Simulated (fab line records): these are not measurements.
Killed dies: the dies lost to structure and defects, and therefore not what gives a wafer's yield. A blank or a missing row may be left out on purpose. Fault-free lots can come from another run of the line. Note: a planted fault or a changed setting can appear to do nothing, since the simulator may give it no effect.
fab line records || flow rit-cmos
record: {"lots": 5, "wafers": 23}
route steps=202 shown M1@192
start-h: the number of hours between the record's first day and the start of the first shown wafer of the lot || wait-h: time in hours since the lot's previous step || " same as the row above || L1.1+2: a row that stands for several wafers || - no value, or no start was given || * or withheld: withheld || < > ~ a bound
route shown NAME@n: names a module that has steps shown in the file, with the first one's number in the route || usual: the fault-free wafers' mean and standard deviation || same: alike in all rows || chamber/n: place in a boat || sites: readings site by site || _std_site: standard deviation across them || _edge_site: the outer-site mean with the inner-site mean subtracted || radius-mm: for every site, how far away it sits from the centre of the wafer || mask NAME#n: copy n || behind: the most recent tool/chamber to have shaped the wafer || hold: why the lot was held/for how many hours/how that ended || device: names the non-switching transistor (n, p or np) || end of line: at the end of the route, the tests of the same wafers || step lacking rows: just its recipe || killed: dies lost to structure and defects at the first sort, not the wafer's yield || map: dies across one wafer; x = killed, . = not, _ = none there
set.NAME: the setting as run; set.NAME@STEP: as run at that earlier step || model.NAME: the simulator's own value behind a step, which no gauge read
lots with deliberately changed settings; one table per step, one row per wafer
== steps ==
step: RIT_M1_DEVELOP_08
recipe: {"resist": "NOVOLAK", "develop-time-s": 68, "dev-temp-c": 23}
{"lot.wafer": "L075.1+2+4+5+6", "tool": "litho-track-01", "chamber": 0, "start-h": "-", "wait-h": "-", "set.develop-time-s": 68}
{"lot.wafer": "L076.1+4+6", "tool": "litho-track-02", "chamber": 0, "start-h": "-", "wait-h": "-", "set.develop-time-s": 68}
{"lot.wafer": "L076.2+3", "tool": "litho-track-02", "chamber": 0, "start-h": "-", "wait-h": "-", "set.develop-time-s": 58.97}
{"lot.wafer": "L078.1+2+3+4+5", "tool": "litho-track-04", "chamber": 0, "start-h": "-", "wait-h": "-", "set.develop-time-s": 68}
{"lot.wafer": "L081.1+2+3+4+5", "tool": "litho-track-01", "chamber": 0, "start-h": "-", "wait-h": "-", "set.develop-time-s": 68}
{"lot.wafer": "L085.1+4+6", "tool": "litho-track-04", "chamber": 0, "start-h": "-", "wait-h": "-", "set.develop-time-s": 68}
step: RIT_M1_HARDBAKE_11
recipe: {"resist": "NOVOLAK", "temp-c": 140, "time-s": 120}
{"lot.wafer": "L075.1", "tool": "litho-track-04", "chamber": 0, "start-h": 60.08, "wait-h": 0.0, "set.resist-thk-nm@M1_COAT_04": 1300, "model.NOVOLAK_of_M1_COAT_04.thk-nm": 1138}
{"lot.wafer": "L075.2", "tool": "litho-track-04", "chamber": 0, "start-h": 60.08, "wait-h": 0.0, "set.resist-thk-nm@M1_COAT_04": 1355, "model.NOVOLAK_of_M1_COAT_04.thk-nm": 1184}
{"lot.wafer": "L075.4", "tool": "litho-track-04", "chamber": 0, "start-h": 60.08, "wait-h": 0.0, "set.resist-thk-nm@M1_COAT_04": 1300, "model.NOVOLAK_of_M1_COAT_04.thk-nm": 1140}
{"lot.wafer": "L075.5", "tool": "litho-track-04", "chamber": 0, "start-h": 60.08, "wait-h": 0.0, "set.resist-thk-nm@M1_COAT_04": 1355, "model.NOVOLAK_of_M1_COAT_04.thk-nm": 1182}
{"lot.wafer": "L075.6", "tool": "litho-track-04", "chamber": 0, "start-h": 60.08, "wait-h": 0.0, "set.resist-thk-nm@M1_COAT_04": 1300, "model.NOVOLAK_of_M1_COAT_04.thk-nm": 1134}
{"lot.wafer": "L076.1", "tool": "litho-track-04", "chamber": 0, "start-h": 65.24, "wait-h": 0.0, "set.resist-thk-nm@M1_COAT_04": 1369, "model.NOVOLAK_of_M1_COAT_04.thk-nm": 1198}
{"lot.wafer": "L076.2", "tool": "litho-track-04", "chamber": 0, "start-h": 65.24, "wait-h": 0.0, "set.resist-thk-nm@M1_COAT_04": 1300, "model.NOVOLAK_of_M1_COAT_04.thk-nm": 1142}
{"lot.wafer": "L076.3", "tool": "litho-track-04", "chamber": 0, "start-h": 65.24, "wait-h": 0.0, "set.resist-thk-nm@M1_COAT_04": 1300, "model.NOVOLAK_of_M1_COAT_04.thk-nm": 1135}
{"lot.wafer": "L076.4", "tool": "litho-track-04", "chamber": 0, "start-h": 65.24, "wait-h": 0.0, "set.resist-thk-nm@M1_COAT_04": 1300, "model.NOVOLAK_of_M1_COAT_04.thk-nm": 1137}
{"lot.wafer": "L076.6", "tool": "litho-track-04", "chamber": 0, "start-h": 65.24, "wait-h": 0.0, "set.resist-thk-nm@M1_COAT_04": 1369, "model.NOVOLAK_of_M1_COAT_04.thk-nm": 1196}
{"lot.wafer": "L078.1+3+4", "tool": "litho-track-01", "chamber": 0, "start-h": 73.90, "wait-h": 0.0, "set.resist-thk-nm@M1_COAT_04": 1377, "model.NOVOLAK_of_M1_COAT_04.thk-nm": 1203}
{"lot.wafer": "L078.2", "tool": "litho-track-01", "chamber": 0, "start-h": 73.90, "wait-h": 0.0, "set.resist-thk-nm@M1_COAT_04": 1300, "model.NOVOLAK_of_M1_COAT_04.thk-nm": 1138}
{"lot.wafer": "L078.5", "tool": "litho-track-01", "chamber": 0, "start-h": 73.90, "wait-h": 0.0, "set.resist-thk-nm@M1_COAT_04": 1300, "model.NOVOLAK_of_M1_COAT_04.thk-nm": 1139}
{"lot.wafer": "L081.1", "tool": "litho-track-02", "chamber": 0, "start-h": 88.90, "wait-h": 0.0, "set.resist-thk-nm@M1_COAT_04": 1300, "model.NOVOLAK_of_M1_COAT_04.thk-nm": 1138}
{"lot.wafer": "L081.2", "tool": "litho-track-02", "chamber": 0, "start-h": 88.90, "wait-h": 0.0, "set.resist-thk-nm@M1_COAT_04": 1226, "model.NOVOLAK_of_M1_COAT_04.thk-nm": 1074}
{"lot.wafer": "L081.3", "tool": "litho-track-02", "chamber": 0, "start-h": 88.90, "wait-h": 0.0, "set.resist-thk-nm@M1_COAT_04": 1300, "model.NOVOLAK_of_M1_COAT_04.thk-nm": 1137}
{"lot.wafer": "L081.4", "tool": "litho-track-02", "chamber": 0, "start-h": 88.90, "wait-h": 0.0, "set.resist-thk-nm@M1_COAT_04": 1300, "model.NOVOLAK_of_M1_COAT_04.thk-nm": 1136}
{"lot.wafer": "L081.5", "tool": "litho-track-02", "chamber": 0, "start-h": 88.90, "wait-h": 0.0, "set.resist-thk-nm@M1_COAT_04": 1226, "model.NOVOLAK_of_M1_COAT_04.thk-nm": 1075}
{"lot.wafer": "L085.1", "tool": "litho-track-04", "chamber": 0, "start-h": 110.15, "wait-h": 0.0, "set.resist-thk-nm@M1_COAT_04": 1300, "model.NOVOLAK_of_M1_COAT_04.thk-nm": 1140}
{"lot.wafer": "L085.4", "tool": "litho-track-04", "chamber": 0, "start-h": 110.15, "wait-h": 0.0, "set.resist-thk-nm@M1_COAT_04": 1300, "model.NOVOLAK_of_M1_COAT_04.thk-nm": 1142}
{"lot.wafer": "L085.6", "tool": "litho-track-04", "chamber": 0, "start-h": 110.15, "wait-h": 0.0, "set.resist-thk-nm@M1_COAT_04": 1300, "model.NOVOLAK_of_M1_COAT_04.thk-nm": 1141}
== key ==
split: {"step": "RIT_M1_DEVELOP_08", "setting": "develop-time-s", "stated": 68, "by": "wafer"}
response none clear
split outside-this-file step=RIT_M1_COAT_04 setting=resist-thk-nm
split outside-this-file: this setting was split too, and the file shows its column; the key of that split is in another file
